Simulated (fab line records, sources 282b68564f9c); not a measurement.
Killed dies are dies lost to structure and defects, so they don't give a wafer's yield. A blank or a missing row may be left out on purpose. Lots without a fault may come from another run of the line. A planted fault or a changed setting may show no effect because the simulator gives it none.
A struck lot beside a sound one | flow rit_cmos | 43 steps out of a route of 202
Sound: wafers L573.2, L573.3, L573.4. Struck: wafers L569.4, L569.5, L569.6. The cause comes at the end.
At each step with rows: each side's tool, then ch and its chambers, then its first start. Under that, the readings that differ: sound wafers | struck wafers | difference of the means | sigmas: that difference in standard deviations of wafers without a fault.
alike: readings whose means differ by less than 2 such deviations, and words and numbers that are the same on both sides. not compared: withheld readings, readings that some wafer has no value for, bounds like >300 that may hide the same value, and numbers for which the record gives no deviation and whose values overlap.
The two part at a step that has a row with sigmas, a row that says differs or no value, or rows on one side only. Numbers that don't overlap but have no deviation are shown without sigmas and don't part them. A reading that every wafer of one side lacks parts them only if that side has two wafers or more.

first, 4 steps without rows for these wafers: RIT_ACTIVE_SOFTBAKE_07 (time 60 s); RIT_ACTIVE_EXPOSE_08 (exposes mask M1, target cd 1400 nm); RIT_ACTIVE_PEB_09; RIT_ACTIVE_DEVELOP_10 (develop time 50 s).
RIT_ACTIVE_CD_MEAS_11: target cd 1400 nm.
  sound on cd_sem-01, day 4 23:52; struck on cd_sem-01, day 4 03:13
  reading    | sound                | struck               | difference | sigmas
  cd_nm (nm) | 1395.2 1396.8 1395.7 | 1403.8 1402.2 1403.1 | +7.1       | +3
then, 1 step without rows for these wafers: RIT_ACTIVE_HARDBAKE_12 (time 60 s).
RIT_ACTIVE_ETCH_13: etches Si3N4 in SF6, stops on SiO2, time 210 s, target depth 210 nm.
  sound on rie_diel-04 ch 0,2,3, day 5 00:07; struck on rie_diel-04 ch 1,2, day 4 03:25
  alike: drypump_motor_current_A, oes_product_au, throttle_valve_pct
  not compared: rf_hours_counter_h
RIT_ACTIVE_STRIP_14: strips in O2, time 180 s.
  sound on plasma_asher-03 ch 0,1, day 5 00:15; struck on plasma_asher-03 ch 0,1, day 4 03:37
  alike: drypump_motor_current_A, o2_flow_sccm
  not compared: rf_hours_counter_h
RIT_ACTIVE_CD_MEAS_90: target cd 1400 nm.
  sound on cd_sem-01, day 5 00:26; struck on cd_sem-02, day 4 03:47
  reading    | sound                | struck               | difference | sigmas
  cd_nm (nm) | 1395.1 1396.5 1396.2 | 1403.4 1402.6 1403.2 | +7.1       | +3
then, 3 steps without rows for these wafers: RIT_ACTIVE_CLEAN_15 (cleans in SC1, time 600 s); RIT_ACTIVE_CLEAN_16 (cleans in dHF, time 30 s); RIT_ACTIVE_CLEAN_17 (cleans in SC2, time 600 s).
RIT_FOX1_OXIDATION_00: target thk 350.7 nm, ox time 1130 s.
  sound on furnace-03 ch 0, day 5 00:55; struck on furnace-01 ch 0, day 4 04:13
  alike: spike_tc_centre_C
RIT_FOX1_THK_MEAS_01:
  sound on film_metro-04, day 5 02:14; struck on film_metro-01, day 4 05:34
  alike: FOX1_OXIDE_THK
then, 2 steps without rows for these wafers: RIT_FOX1_WET_ETCH_02 (etches SiO2 in BOE, target depth 350 nm, time 390 s); RIT_FOX2_OXIDATION_00 (target thk 350.7 nm, ox time 1130 s).
RIT_FOX2_THK_MEAS_01:
  sound on film_metro-02, day 5 03:50; struck on film_metro-03, day 4 07:03
  alike: FOX2_OXIDE_THK
then, 2 steps without rows for these wafers: RIT_FOX2_CLEAN_02 (cleans in dHF, time 180 s); RIT_FOX2_WET_ETCH_03 (etches Si3N4 in H3PO4, target depth 195 nm, time 2700 s).
RIT_FOX2_THK_MEAS_90:
  sound on film_metro-04, day 5 04:42; struck on film_metro-02, day 4 07:55
  alike: FIELD_OXIDE_LEFT_1_THK
then, 6 steps without rows for these wafers: RIT_NWELL_HMDS_00 (prime time 60 s); RIT_NWELL_COAT_01 (resist thk 1300 nm); RIT_NWELL_SOFTBAKE_02 (time 60 s); RIT_NWELL_EXPOSE_03 (exposes mask M2, target cd 43900 nm); RIT_NWELL_PEB_04; RIT_NWELL_DEVELOP_05 (develop time 68 s).
RIT_NWELL_OVL_MEAS_06:
  sound on overlay-02, day 5 05:38; struck on overlay-02, day 4 08:51
  alike: NWELL_OVL
then, 2 steps without rows for these wafers: RIT_NWELL_HARDBAKE_07 (time 120 s); RIT_NWELL_IMPLANT_08.
RIT_NWELL_STRIP_09: strips in O2, time 180 s.
  sound on plasma_asher-01 ch 0,1, day 5 06:04; struck on plasma_asher-02 ch 0,1, day 4 09:20
  alike: drypump_motor_current_A, o2_flow_sccm
  not compared: rf_hours_counter_h
RIT_NWELL_TW_MEAS_10:
  sound on film_metro-03, day 5 06:16; struck on film_metro-01, day 4 09:29
  alike: NWELL_TW
then, 6 steps without rows for these wafers: RIT_PWELL_HMDS_00 (prime time 60 s); RIT_PWELL_COAT_01 (resist thk 1300 nm); RIT_PWELL_SOFTBAKE_02 (time 60 s); RIT_PWELL_EXPOSE_03 (exposes mask M3, target cd 43700 nm); RIT_PWELL_PEB_04; RIT_PWELL_DEVELOP_05 (develop time 68 s).
RIT_PWELL_OVL_MEAS_06:
  sound on overlay-01, day 5 07:19; struck on overlay-02, day 4 10:24
  alike: PWELL_OVL
then, 2 steps without rows for these wafers: RIT_PWELL_HARDBAKE_07 (time 120 s); RIT_PWELL_IMPLANT_08.
RIT_PWELL_STRIP_09: strips in O2, time 180 s.
  sound on plasma_asher-03 ch 0,1, day 5 07:45; struck on plasma_asher-01 ch 0,1, day 4 10:53
  alike: drypump_motor_current_A, o2_flow_sccm
  not compared: rf_hours_counter_h
RIT_PWELL_TW_MEAS_10:
  sound on film_metro-04, day 5 07:56; struck on film_metro-01, day 4 11:02
  alike: PWELL_TW
RIT_M1_PROBE_99:
  sound on prober-02, day 6 19:47; struck on prober-02, day 5 21:52
  reading             | sound  | struck      | difference | sigmas
  killed_at_front_end | 7 8 10 | 134 139 142 | +130       | +45
  killed_dies         | 7 8 10 | 134 139 142 | +130       | +45
  killed_on_rim       | 2 3 1  | 38 38 33    | +34        | +25
  alike: killed_open, killed_short

WHERE THEY PART
First at RIT_ACTIVE_CD_MEAS_11; last, within this record, at RIT_M1_PROBE_99.

WHY: what the simulator had put in
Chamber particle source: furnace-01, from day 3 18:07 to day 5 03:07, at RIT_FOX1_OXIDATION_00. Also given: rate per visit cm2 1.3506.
